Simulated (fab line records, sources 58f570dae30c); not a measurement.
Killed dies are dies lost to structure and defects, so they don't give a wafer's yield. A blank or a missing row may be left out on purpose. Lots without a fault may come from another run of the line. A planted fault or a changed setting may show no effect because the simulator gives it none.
Which tool did it? | flow berkeley_cmos170 | 14 lots, 42 wafers sampled, at 3 steps of a route of 331

WHAT THE GAUGES READ, wafer by wafer
UCB170_NSD_TW_MEAS_10. Usual: NSD_TW 4189, standard deviation 26.
lot  | measured     | on            | NSD_TW         | flag
L697 | day 8 03:48  | film_metro-03 | 4175 4177 4151 |
L698 | day 8 09:49  | film_metro-03 | 4154 4158 4161 |
L701 | day 8 16:47  | film_metro-04 | 4183 4174 4188 |
L700 | day 8 17:23  | film_metro-03 | 4147 4142 4141 |
L699 | day 8 17:07  | film_metro-04 | 4172 4192 4195 |
L706 | day 9 16:22  | film_metro-03 | 4188 4210 4217 |
L709 | day 10 02:43 | film_metro-02 | 4189 4179 4186 |
L714 | day 11 16:08 | film_metro-03 | 4212 4224 4211 |
L715 | day 11 15:52 | film_metro-04 | 4205 4198 4232 |
L717 | day 11 17:03 | film_metro-04 | 4182 4223 4217 |
L716 | day 11 17:03 | film_metro-03 | 4191 4218 4214 |
L718 | day 12 12:44 | film_metro-04 | 4184 4184 4171 |
L719 | day 12 13:42 | film_metro-03 | 4186 4208 4221 |
L720 | day 13 06:18 | film_metro-02 | 4202 4173 4226 |

UCB170_CONTACT_CD_MEAS_90: target cd 700 nm. Usual: cd_nm 700.0 nm, standard deviation 1.6.
lot  | measured     | on        | cd_nm (nm)        | flag
L697 | day 8 09:55  | cd_sem-02 | 700.9 703.0 701.9 |
L698 | day 8 19:19  | cd_sem-02 | 702.6 699.6 699.5 |
L701 | day 9 00:15  | cd_sem-01 | 700.0 698.9 700.1 |
L700 | day 9 02:34  | cd_sem-02 | 702.1 699.4 701.3 |
L699 | day 9 02:12  | cd_sem-01 | 699.9 698.3 699.5 |
L706 | day 9 23:39  | cd_sem-01 | 699.4 698.0 700.1 |
L709 | day 10 11:11 | cd_sem-01 | 699.0 698.5 698.7 |
L714 | day 12 00:57 | cd_sem-02 | 698.5 697.0 696.5 |
L715 | day 12 00:46 | cd_sem-01 | 701.9 702.7 701.0 |
L717 | day 12 01:26 | cd_sem-01 | 698.0 698.7 698.5 |
L716 | day 12 01:11 | cd_sem-01 | 701.7 702.1 699.9 |
L718 | day 12 21:03 | cd_sem-02 | 700.4 699.7 699.3 |
L719 | day 12 21:19 | cd_sem-01 | 701.9 700.1 700.3 |
L720 | day 13 14:14 | cd_sem-01 | 700.2 702.5 700.3 |

WHICH TOOL RAN EACH LOT (tool, then ch and the chambers of the sampled wafers, then the start)
lot  | UCB170_PWELL_SOFTBAKE_09
L697 | litho_track-02 ch 0, day 3 11:44
L698 | litho_track-03 ch 0, day 3 18:36
L701 | litho_track-02 ch 0, day 4 04:02
L700 | litho_track-04 ch 0, day 4 04:10
L699 | litho_track-03 ch 0, day 4 04:15
L706 | litho_track-02 ch 0, day 5 06:07
L709 | litho_track-02 ch 0, day 5 19:11
L714 | litho_track-03 ch 0, day 7 06:21
L715 | litho_track-04 ch 0, day 7 06:32
L717 | litho_track-03 ch 0, day 7 13:31
L716 | litho_track-04 ch 0, day 7 13:41
L718 | litho_track-04 ch 0, day 8 03:14
L719 | litho_track-03 ch 0, day 8 03:19
L720 | litho_track-04 ch 0, day 8 14:32
- UCB170_PWELL_SOFTBAKE_09: time 60 s.

WHAT THE TOOLS THEMSELVES READ (means of the sampled wafers that have a number; where no wafer has one, the mark that the record gives instead)
UCB170_PWELL_SOFTBAKE_09. Usual: heater_power_total_W 56.80 W, standard deviation 0.046; plate_temp_C 130.01 C, standard deviation 0.14; run_length_s 89.19 s, standard deviation 0.23.
lot  | tool           | heater_power_total_W (W) | plate_temp_C (C) | run_length_s (s) | flag
L697 | litho_track-02 | 56.83                    | 130.16           | 88.91            |
L698 | litho_track-03 | 56.80                    | 130.03           | 89.25            |
L701 | litho_track-02 | 56.77                    | 129.76           | 88.85            |
L700 | litho_track-04 | 56.78                    | 130.04           | 89.40            |
L699 | litho_track-03 | 56.80                    | 130.10           | 89.30            |
L706 | litho_track-02 | 57.44                    | -                | 86.97            | OFF
L709 | litho_track-02 | 57.38                    | -                | 86.99            | OFF
L714 | litho_track-03 | 56.82                    | 130.00           | 89.23            |
L715 | litho_track-04 | 56.85                    | 130.02           | 89.35            |
L717 | litho_track-03 | 56.79                    | 129.97           | 89.21            |
L716 | litho_track-04 | 56.76                    | 129.93           | 89.31            |
L718 | litho_track-04 | 56.77                    | 130.08           | 89.37            |
L719 | litho_track-03 | 56.80                    | 129.95           | 89.30            |
L720 | litho_track-04 | 56.81                    | 130.15           | 89.49            |

THE ANSWER, worked out from the rows above alone
Rule: a lot is off if the mean of its wafers that have a number lies more than 3 standard deviations from the usual mean. A lot without any number at a reading at which 4 lots or more have one is off too. The other lots that the step has rows for count as sound. The gauges are gone through in route order, then the tools' own readings, and for those a lot's mean is taken as printed above. The first step at which some lot is off is used, and at that step the reading that is off furthest; a lot without a number counts as furthest.
Off: L706, L709, at UCB170_PWELL_SOFTBAKE_09 (plate_temp_C). Without a number there: L706, L709.
A tool fits if, at that step or a process step before it, it ran every lot that is off, and no sound lot after the first of them. One fits: litho_track-02 at UCB170_PWELL_SOFTBAKE_09. Its last sound lot is L701 (day 4 04:02), its first lot that is off L706 (day 5 06:07): a fault that began between those two fits.
The tool's own readings at UCB170_PWELL_SOFTBAKE_09 bear it out: on the lots that are off they differ by more than 5 times the standard deviation of the sound lots' means. heater_power_total_W reads 57.41 W there against 56.80 W on the sound lots; run_length_s reads 86.98 s there against 89.25 s on the sound lots.
Blank at UCB170_PWELL_SOFTBAKE_09 on the lots that are off, where sound lots have numbers: plate_temp_C.

WHAT THE SIMULATOR HAD PUT IN
Process parameter drift: litho_track-02, from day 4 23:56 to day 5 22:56, at UCB170_PWELL_SOFTBAKE_09. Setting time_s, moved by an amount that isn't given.
Lots struck among those shown: L706, L709. The rule above found the same.
